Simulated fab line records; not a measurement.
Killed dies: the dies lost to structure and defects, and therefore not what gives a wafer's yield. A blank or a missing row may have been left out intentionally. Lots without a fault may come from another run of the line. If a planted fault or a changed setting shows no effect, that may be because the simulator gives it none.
Which tool was responsible? ; flow berkeley_cmos170 ; 33 wafers from 11 lots sampled at 2 of the route's 331 steps

== WHAT THE GAUGES SHOWED, per wafer ==
UCB170_NWELL_THK_MEAS_05.
lot;measured;on;NWELL_NITRIDE_THK (nm)
L989;day 2 02:27;film_metro-02;220.4 219.1 219.7
L990;day 2 10:00;film_metro-04;223.9 223.6 225.8
L991;day 2 13:08;film_metro-03;224.8 223.9 225.3
L992;day 2 17:05;film_metro-02;224.1 224.7 225.4
L993;day 2 22:23;film_metro-03;224.5 225.6 227.4
L994;day 3 05:16;film_metro-04;95.4 94.9 97.0
L995;day 3 09:41;film_metro-04;220.7 221.4 222.5
L996;day 3 15:40;film_metro-02;221.0 220.9 220.9
L110;day 6 22:04;film_metro-04;225.5 224.4 224.3
L111;day 6 22:04;film_metro-03;224.5 224.9 224.9
L112;day 7 02:04;film_metro-04;220.3 219.2 221.5

== TOOL THAT RAN EACH LOT (tool first, then ch and the chambers of the sampled wafers, then the start) ==
lot;UCB170_NWELL_CVD_04
L989;lpcvd-02 ch 1, day 2 00:31
L990;lpcvd-02 ch 1, day 2 08:04
L991;lpcvd-02 ch 0, day 2 11:13
L992;lpcvd-01 ch 1, day 2 15:08
L993;lpcvd-01 ch 1, day 2 20:27
L994;lpcvd-01 ch 0, day 3 03:20
L995;lpcvd-02 ch 0, day 3 07:46
L996;lpcvd-02 ch 0, day 3 13:44
L110;lpcvd-01 ch 1, day 6 20:08
L111;lpcvd-01 ch 1, day 6 20:08
L112;lpcvd-02 ch 1, day 7 00:07
- UCB170_NWELL_CVD_04: deposits Si3N4 from SiH2Cl2/NH3, target thk 224 nm, time 3360 s.

== THE ANSWER, worked out from the rows above alone ==
Rule: the lots themselves supply what counts as usual. Put in order of their means at a reading, lots are off if they are a third of the lots or fewer, leave a main group of 4 or more, and stand apart from it by a gap of 3 or more times the standard deviation of the main group's means; of several such gaps the widest counts. A main group is skipped when, at the precision printed for the reading in the tables above, its means are all equal. Also off: a lot with no number at a reading for which 4 or more lots have one. The other lots that the step has rows for count as sound.
Off: L994, at UCB170_NWELL_THK_MEAS_05 (NWELL_NITRIDE_THK). The main group has a mean of 223.2 nm with a standard deviation of 2.1.
A tool fits if, at a process step before that reading, it ran every lot that is off, and no sound lot after the first of them. The gauges at UCB170_NWELL_THK_MEAS_05 are tried like those tools. None of those tried fits.

== WHAT WAS PUT IN BY THE SIMULATOR ==
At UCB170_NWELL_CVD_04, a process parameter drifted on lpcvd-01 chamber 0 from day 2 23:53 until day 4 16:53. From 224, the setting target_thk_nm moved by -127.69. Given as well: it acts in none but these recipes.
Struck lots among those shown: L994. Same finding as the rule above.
